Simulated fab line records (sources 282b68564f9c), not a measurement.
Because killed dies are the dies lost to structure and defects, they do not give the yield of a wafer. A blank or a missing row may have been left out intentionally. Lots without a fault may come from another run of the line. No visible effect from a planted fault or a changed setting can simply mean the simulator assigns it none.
fab line records	flow ritCmos
record: lots: 14	wafers: 42	lastDay: 7
route steps=202 shown M1@188
lots untouched by any fault: they come from a run of this same line in which no faults occurred
startH: hours from the record's opening day to when the first of the lot's shown wafers began	waitH: time in hours since the lot's previous step	" repeats the value in the row above	L1.1+2: several wafers, shown together as one row	- value missing, or start not given	* or withheld: withheld	< > ~ a bound
route shown NAME@n: names a module that has steps shown in the file, with the first one's number in the route	usual: mean/standard deviation taken from wafers without a fault	same: alike in all rows	chamber/n: place in a boat	sites: each site's reading	_std_site: their standard deviation	_edge_site: outer sites' mean less inner sites'	radiusMm: how far each site lies from the wafer's centre	mask NAME#n: copy n	behind: the most recent tool/chamber to have shaped the wafer	hold: cause of the lot's hold/its duration in hours/its outcome	device: the n, p or np transistor that did not switch	end of line: the route-end tests of the same wafers	where a step has no rows: the recipe by itself	killed: count of dies lost to structure and defects at first sort (not the wafer's yield)	map: dies across one wafer; x = killed, . = not, _ = none there
set.NAME: the setting as run; set.NAME@STEP: as run at that earlier step	model.NAME: the simulator's own value behind a step, which no gauge read
the route's steps for a sample of lots (tables are steps, rows are wafers)
== steps ==
step: RIT_M1_COAT_04
recipe: resist: NOVOLAK	spinRpm: 2000	resistThkNm: 1300
usual: dispensePressureKPa: 50.7/2.5	resistLineTempC: 22.99/0.097
lot.wafer	tool	chamber	startH	waitH	dispensePressureKPa	resistLineTempC
L543.4	lithoTrack-02	0	65.77	0.1	48.1	23.11
L543.5	"	0	"	"	48.1	23.05
L543.6	"	0	"	"	48.1	23.02
L544.3	lithoTrack-04	0	69.05	0.1	53.3	23.10
L544.5	"	0	"	"	53.3	23.07
L544.6	"	0	"	"	53.3	22.99
L548.3	lithoTrack-02	0	91.01	0.1	48.1	22.94
L548.5	"	0	"	"	48.1	23.02
L548.6	"	0	"	"	48.1	23.00
L549.3	lithoTrack-01	0	97.82	0.1	49.4	22.90
L549.5	"	0	"	"	49.4	22.85
L549.6	"	0	"	"	49.4	22.87
L550.2	lithoTrack-04	0	101.81	0.1	53.3	22.98
L550.4	"	0	"	"	53.3	22.92
L550.6	"	0	"	"	53.3	22.95
L551.2	lithoTrack-04	0	105.31	0.1	53.3	22.91
L551.5	"	0	"	"	53.3	22.99
L551.6	"	0	"	"	53.3	22.90
L552.2	lithoTrack-02	0	111.31	0.1	48.1	22.89
L552.3	"	0	"	"	48.1	22.93
L552.4	"	0	"	"	48.2	22.99
L553.1	lithoTrack-02	0	114.31	0.1	48.2	23.11
L553.2	"	0	"	"	48.2	23.07
L553.4	"	0	"	"	48.2	23.09
L554.3	lithoTrack-04	0	119.29	0.1	53.4	23.09
L554.4	"	0	"	"	53.3	23.09
L554.5	"	0	"	"	53.3	23.17
L555.2	lithoTrack-02	0	122.74	0.1	48.1	22.95
L555.3	"	0	"	"	48.1	23.02
L555.6	"	0	"	"	48.1	22.93
L556.1	lithoTrack-04	0	129.76	0.1	53.3	22.83
L556.3	"	0	"	"	53.3	22.98
L556.4	"	0	"	"	53.3	22.75
L557.1	lithoTrack-04	0	134.79	0.1	53.3	22.95
L557.2	"	0	"	"	53.3	22.97
L557.5	"	0	"	"	53.3	23.04
L562.2	lithoTrack-04	0	155.15	0.1	53.3	23.05
L562.4	"	0	"	"	53.3	23.04
L562.5	"	0	"	"	53.3	22.99
L565.2	lithoTrack-02	0	173.67	0.1	48.1	23.14
L565.5	"	0	"	"	48.1	23.11
L565.6	"	0	"	"	48.2	22.93
step: RIT_M1_CD_MEAS_09
recipe: targetCdNm: 2600
usual: cdNm: 2601.6/2.4
lot.wafer	tool	chamber	startH	waitH	cdNm
L543.4	cdSem-01	-	66.61	-	2602.2
L543.5	"	-	"	"	2601.7
L543.6	"	-	"	"	2601.7
L544.3	cdSem-01	-	69.80	-	2598.4
L544.5	"	-	"	"	2597.8
L544.6	"	-	"	"	2599.8
L548.3	cdSem-01	-	91.73	-	2600.4
L548.5	"	-	"	"	2597.5
L548.6	"	-	"	"	2598.3
L549.3	cdSem-01	-	98.67	-	2600.5
L549.5	"	-	"	"	2602.0
L549.6	"	-	"	"	2601.1
L550.2	cdSem-02	-	102.61	-	2598.8
L550.4	"	-	"	"	2602.1
L550.6	"	-	"	"	2600.8
L551.2	cdSem-01	-	106.16	-	2601.9
L551.5	"	-	"	"	2600.2
L551.6	"	-	"	"	2602.5
L552.2	cdSem-02	-	112.16	-	2603.3
L552.3	"	-	"	"	2605.6
L552.4	"	-	"	"	2604.9
L553.1	cdSem-02	-	115.04	-	2600.8
L553.2	"	-	"	"	2604.1
L553.4	"	-	"	"	2600.9
L554.3	cdSem-01	-	120.13	-	2603.5
L554.4	"	-	"	"	2605.1
L554.5	"	-	"	"	2606.3
L555.2	cdSem-01	-	123.46	-	2601.5
L555.3	"	-	"	"	2599.6
L555.6	"	-	"	"	2601.7
L556.1	cdSem-01	-	130.62	-	2601.5
L556.3	"	-	"	"	2604.8
L556.4	"	-	"	"	2604.9
L557.1	cdSem-02	-	135.52	-	2596.8
L557.2	"	-	"	"	2596.1
L557.5	"	-	"	"	2593.7
L562.2	cdSem-02	-	156.00	-	2591.6
L562.4	"	-	"	"	2590.0
L562.5	"	-	"	"	2591.6
L565.2	cdSem-02	-	174.40	-	2600.7
L565.5	"	-	"	"	2599.6
L565.6	"	-	"	"	2601.7
step: RIT_M1_PROBE_99
usual: defectLimitedYield: 97.5/1.1	killedAtContacts: 0.0/0.22	killedAtFrontEnd: 6.6/3	killedDies: 6.6/3	killedOpen: 3.4/2	killedShort: 3.2/2	sort_bin_3_pad_short: 0.1/0.2	sort_bin_5_function: 1.4/0.83	sort_bin_6_memory: 1.0/0.63	sortNPass: 257.4/3	sortYieldPct: 97.5/1.1
same: grossDies: 264	killed_at_M0_to_M3: 0	killed_at_M4_up: 0	killedAtBackSide: 0	killedAtOther: 0
lot.wafer	tool	chamber	startH	waitH	defectLimitedYield[%]	killedAtContacts	killedAtFrontEnd	killedDies	killedOpen	killedShort	sort_bin_3_pad_short[%]	sort_bin_5_function[%]	sort_bin_6_memory[%]	sortNPass	sortYieldPct[%]
L543.4	prober-02	-	69.37	0.2	96.6	1	8	9	3	6	0.8	1.9	0.8	255.0	96.6
L543.5	prober-02	-	69.42	0.2	97.3	0	7	7	4	3	0	1.5	1.1	257.0	97.3
L543.6	prober-02	-	69.47	0.2	97.0	0	8	8	3	5	0.4	2.3	0.4	256.0	97.0
L544.3	prober-01	-	72.52	0.2	96.6	0	9	9	5	4	0	2.3	1.1	255.0	96.6
L544.5	prober-01	-	72.62	0.2	97.0	0	8	8	5	3	0.4	1.5	1.1	256.0	97.0
L544.6	prober-01	-	72.67	0.2	98.1	0	5	5	1	4	0.4	0.8	0.8	259.0	98.1
L548.3	prober-01	-	94.47	0.2	98.1	0	5	5	2	3	0	1.5	0.4	259.0	98.1
L548.5	prober-01	-	94.57	0.2	98.5	0	4	4	3	1	0	1.1	0.4	260.0	98.5
L548.6	prober-01	-	94.62	0.2	95.5	0	12	12	7	5	0	3.4	1.1	252.0	95.5
L549.3	prober-02	-	101.40	0.2	97.7	0	6	6	5	1	0	0.8	1.5	258.0	97.7
L549.5	prober-02	-	101.50	0.2	98.5	0	4	4	0	4	0.4	0.8	0.4	260.0	98.5
L549.6	prober-02	-	101.55	0.2	97.0	0	8	8	4	4	0	1.9	1.1	256.0	97.0
L550.2	prober-01	-	105.42	0.1	97.7	0	6	6	4	2	0	0.8	1.5	258.0	97.7
L550.4	prober-01	-	105.52	0.2	97.7	0	6	6	1	5	0.4	1.1	0.8	258.0	97.7
L550.6	prober-01	-	105.62	0.2	98.5	0	4	4	1	3	0	0.8	0.8	260.0	98.5
L551.2	prober-02	-	108.87	0.1	98.9	0	3	3	2	1	0	0.8	0.4	261.0	98.9
L551.5	prober-02	-	109.02	0.2	98.5	0	4	4	1	3	0	1.5	0	260.0	98.5
L551.6	prober-02	-	109.07	0.2	97.7	0	6	6	1	5	0.8	0.8	0.8	258.0	97.7
L552.2	prober-01	-	114.86	0.1	96.6	0	9	9	4	5	0	1.1	2.3	255.0	96.6
L552.3	prober-01	-	114.91	0.2	99.2	0	2	2	2	0	0	0.8	0	262.0	99.2
L552.4	prober-01	-	114.96	0.2	97.0	0	8	8	6	2	0	2.3	0.8	256.0	97.0
L553.1	prober-02	-	117.71	0.1	98.1	0	5	5	2	3	0	0.8	1.1	259.0	98.1
L553.2	prober-02	-	117.76	0.1	97.3	0	7	7	2	5	0.4	1.5	0.8	257.0	97.3
L553.4	prober-02	-	117.86	0.2	96.6	0	9	9	4	5	0.4	0.8	2.3	255.0	96.6
L554.3	prober-01	-	122.85	0.2	99.6	0	1	1	0	1	0	0.4	0	263.0	99.6
L554.4	prober-01	-	122.90	0.2	97.3	0	7	7	3	4	0	1.1	1.5	257.0	97.3
L554.5	prober-01	-	122.95	0.2	98.1	0	5	5	3	2	0	1.1	0.8	259.0	98.1
L555.2	prober-01	-	126.31	0.1	97.3	0	7	7	3	4	0	1.9	0.8	257.0	97.3
L555.3	prober-01	-	126.36	0.2	98.1	0	5	5	3	2	0	1.1	0.8	259.0	98.1
L555.6	prober-01	-	126.51	0.2	97.0	0	8	8	4	4	0	2.3	0.8	256.0	97.0
L556.1	prober-02	-	133.28	0.1	98.9	0	3	3	1	2	0	0.8	0.4	261.0	98.9
L556.3	prober-02	-	133.38	0.2	99.2	0	2	2	2	0	0	0.8	0	262.0	99.2
L556.4	prober-02	-	133.43	0.2	95.8	0	11	11	8	3	0.4	2.3	1.5	253.0	95.8
L557.1	prober-01	-	138.44	0.1	98.1	0	5	5	4	1	0.4	0.8	0.8	259.0	98.1
L557.2	prober-01	-	138.49	0.1	98.9	0	3	3	1	2	0	0.8	0.4	261.0	98.9
L557.5	prober-01	-	138.64	0.2	94.3	1	14	15	8	7	0	3.4	2.3	249.0	94.3
L562.2	prober-02	-	158.69	0.1	95.5	0	12	12	6	6	0	1.9	2.7	252.0	95.5
L562.4	prober-02	-	158.79	0.2	99.2	0	2	2	1	1	0	0	0.8	262.0	99.2
L562.5	prober-02	-	158.84	0.2	96.6	1	8	9	9	0	0	1.9	1.5	255.0	96.6
L565.2	prober-01	-	177.33	0.1	97.3	0	7	7	4	3	0.8	1.5	0.4	257.0	97.3
L565.5	prober-01	-	177.48	0.2	96.6	0	9	9	7	2	0	1.9	1.5	255.0	96.6
L565.6	prober-01	-	177.53	0.2	97.7	0	6	6	4	2	0	1.1	1.1	258.0	97.7
killed by level:class
L543.4 GATE:geometricParticle:short=4 FOX1:geometricParticle:open=1 FOX2:geometricParticle:open=1 REOX:geometricParticle:open=1 SPACER:geometricParticle:short=1 CONTACT:geometricParticle:short=1
L543.5 FOX2:geometricParticle:open=2 SPACER:geometricParticle:short=2 GATE:geometricParticle:open=1 GATE:geometricParticle:short=1 REOX:geometricParticle:open=1
L543.6 GATE:geometricParticle:short=3 GATE:geometricParticle:open=2 FOX1:geometricParticle:short=1 REOX:geometricParticle:short=1 SILICIDE:geometricParticle:open=1
L544.3 GATE:geometricParticle:short=3 GATE:geometricParticle:open=3 REOX:geometricParticle:open=1 SPACER:geometricParticle:open=1 SILICIDE:geometricParticle:short=1
L544.5 GATE:geometricParticle:open=3 GATE:geometricParticle:short=1 REOX:geometricParticle:open=1 SPACER:geometricParticle:short=1 SPACER:geometricParticle:open=1 SILICIDE:geometricParticle:short=1
L544.6 REOX:geometricParticle:short=2 GATE:geometricParticle:short=1 GATE:geometricParticle:open=1 SPACER:geometricParticle:short=1
L548.3 GATE:geometricParticle:short=3 FOX1:geometricParticle:open=1 FOX2:geometricParticle:open=1
L548.5 FOX2:geometricParticle:open=1 GATE:geometricParticle:open=1 SPACER:geometricParticle:open=1 SILICIDE:geometricParticle:short=1
L548.6 FOX1:geometricParticle:open=3 GATE:geometricParticle:open=3 FOX1:geometricParticle:short=1 FOX2:geometricParticle:short=1 FOX2:geometricParticle:open=1 REOX:geometricParticle:short=1 SPACER:geometricParticle:short=1 SILICIDE:geometricParticle:short=1
L549.3 GATE:geometricParticle:open=3 GATE:geometricParticle:short=1 REOX:geometricParticle:open=1 SILICIDE:geometricParticle:open=1
L549.5 FOX1:geometricParticle:short=1 FOX2:geometricParticle:short=1 GATE:geometricParticle:short=1 SPACER:geometricParticle:short=1
L549.6 GATE:geometricParticle:open=3 FOX1:geometricParticle:short=2 GATE:geometricParticle:short=2 FOX1:geometricParticle:open=1
L550.2 GATE:geometricParticle:open=3 REOX:geometricParticle:short=1 SPACER:geometricParticle:short=1 SILICIDE:geometricParticle:open=1
L550.4 GATE:geometricParticle:short=4 FOX2:geometricParticle:open=1 REOX:geometricParticle:short=1
L550.6 SILICIDE:geometricParticle:short=2 FOX1:geometricParticle:open=1 GATE:geometricParticle:short=1
L551.2 GATE:geometricParticle:open=2 FOX1:geometricParticle:short=1
L551.5 GATE:geometricParticle:short=2 FOX2:geometricParticle:open=1 SPACER:geometricParticle:short=1
L551.6 FOX2:geometricParticle:short=2 FOX1:geometricParticle:short=1 GATE:geometricParticle:open=1 GATE:geometricParticle:short=1 REOX:geometricParticle:short=1
L552.2 GATE:geometricParticle:open=3 FOX1:geometricParticle:short=1 FOX2:geometricParticle:short=1 GATE:geometricParticle:short=1 SPACER:geometricParticle:short=1 SILICIDE:geometricParticle:short=1 SILICIDE:geometricParticle:open=1
L552.3 GATE:geometricParticle:open=1 REOX:geometricParticle:open=1
L552.4 GATE:geometricParticle:open=3 FOX1:geometricParticle:open=1 FOX2:geometricParticle:open=1 GATE:geometricParticle:short=1 REOX:geometricParticle:short=1 SPACER:geometricParticle:open=1
L553.1 FOX2:geometricParticle:open=1 GATE:geometricParticle:short=1 SPACER:geometricParticle:short=1 SILICIDE:geometricParticle:open=1 SILICIDE:geometricParticle:short=1
L553.2 GATE:geometricParticle:short=2 SPACER:geometricParticle:short=2 FOX2:geometricParticle:open=1 SPACER:geometricParticle:open=1 SILICIDE:geometricParticle:short=1
L553.4 GATE:geometricParticle:open=4 GATE:geometricParticle:short=2 SILICIDE:geometricParticle:short=2 REOX:geometricParticle:short=1
L554.3 GATE:geometricParticle:short=1
L554.4 GATE:geometricParticle:open=3 GATE:geometricParticle:short=2 FOX1:geometricParticle:short=1 REOX:geometricParticle:short=1
L554.5 GATE:geometricParticle:open=2 GATE:geometricParticle:short=1 REOX:geometricParticle:short=1 SPACER:geometricParticle:open=1
L555.2 SILICIDE:geometricParticle:short=2 FOX2:geometricParticle:open=1 FOX2:geometricParticle:short=1 GATE:geometricParticle:short=1 SPACER:geometricParticle:open=1 SILICIDE:geometricParticle:open=1
L555.3 GATE:geometricParticle:short=2 GATE:geometricParticle:open=1 SPACER:geometricParticle:open=1 SILICIDE:geometricParticle:open=1
L555.6 GATE:geometricParticle:open=2 SPACER:geometricParticle:short=2 SILICIDE:geometricParticle:open=2 REOX:geometricParticle:short=1 SILICIDE:geometricParticle:short=1
L556.1 GATE:geometricParticle:short=2 REOX:geometricParticle:open=1
L556.3 FOX1:geometricParticle:open=1 GATE:geometricParticle:open=1
L556.4 REOX:geometricParticle:open=3 FOX1:geometricParticle:open=2 GATE:geometricParticle:open=2 FOX1:geometricParticle:short=1 FOX2:geometricParticle:open=1 REOX:geometricParticle:short=1 SPACER:geometricParticle:short=1
L557.1 FOX1:geometricParticle:open=2 GATE:geometricParticle:open=1 GATE:geometricParticle:short=1 SPACER:geometricParticle:open=1
L557.2 GATE:geometricParticle:short=2 GATE:geometricParticle:open=1
L557.5 GATE:geometricParticle:short=7 GATE:geometricParticle:open=3 SILICIDE:geometricParticle:open=2 FOX1:geometricParticle:open=1 REOX:geometricParticle:open=1 CONTACT:geometricParticle:open=1
L562.2 FOX1:geometricParticle:open=2 FOX2:geometricParticle:short=2 GATE:geometricParticle:open=1 GATE:geometricParticle:short=1 REOX:geometricParticle:open=1 REOX:geometricParticle:short=1 SPACER:geometricParticle:open=1 SPACER:geometricParticle:short=1
L562.4 FOX1:geometricParticle:open=1 REOX:geometricParticle:short=1
L562.5 GATE:geometricParticle:open=6 FOX1:geometricParticle:open=1 REOX:geometricParticle:open=1 CONTACT:geometricParticle:open=1
L565.2 FOX2:geometricParticle:short=2 GATE:geometricParticle:open=2 SILICIDE:geometricParticle:open=2 SILICIDE:geometricParticle:short=1
L565.5 SILICIDE:geometricParticle:open=3 GATE:geometricParticle:open=2 ACTIVE:geometricParticle:open=1 FOX1:geometricParticle:open=1 FOX2:geometricParticle:short=1 SILICIDE:geometricParticle:short=1
L565.6 SPACER:geometricParticle:short=2 SPACER:geometricParticle:open=2 SILICIDE:geometricParticle:open=2
== key ==
firstSign: step: RIT_M1_CD_MEAS_09	reading: cdNm	direction: down	sigmas: 3.5	usual: 2601.6	struck: 2593.3
effect none on later readings
metAt RIT_M1_COAT_04
struckLots L557,L562
onsetBetween 129.76 134.79
fault: kind: processParameterDrift	tool: lithoTrack-04	chamber: -	onsetH: 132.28	steps: RIT_M1_COAT_04	channel: resistThkNm	offset: -79.652	shape: step	endH: 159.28	actsIn: theseRecipesOnly	stated: 1300
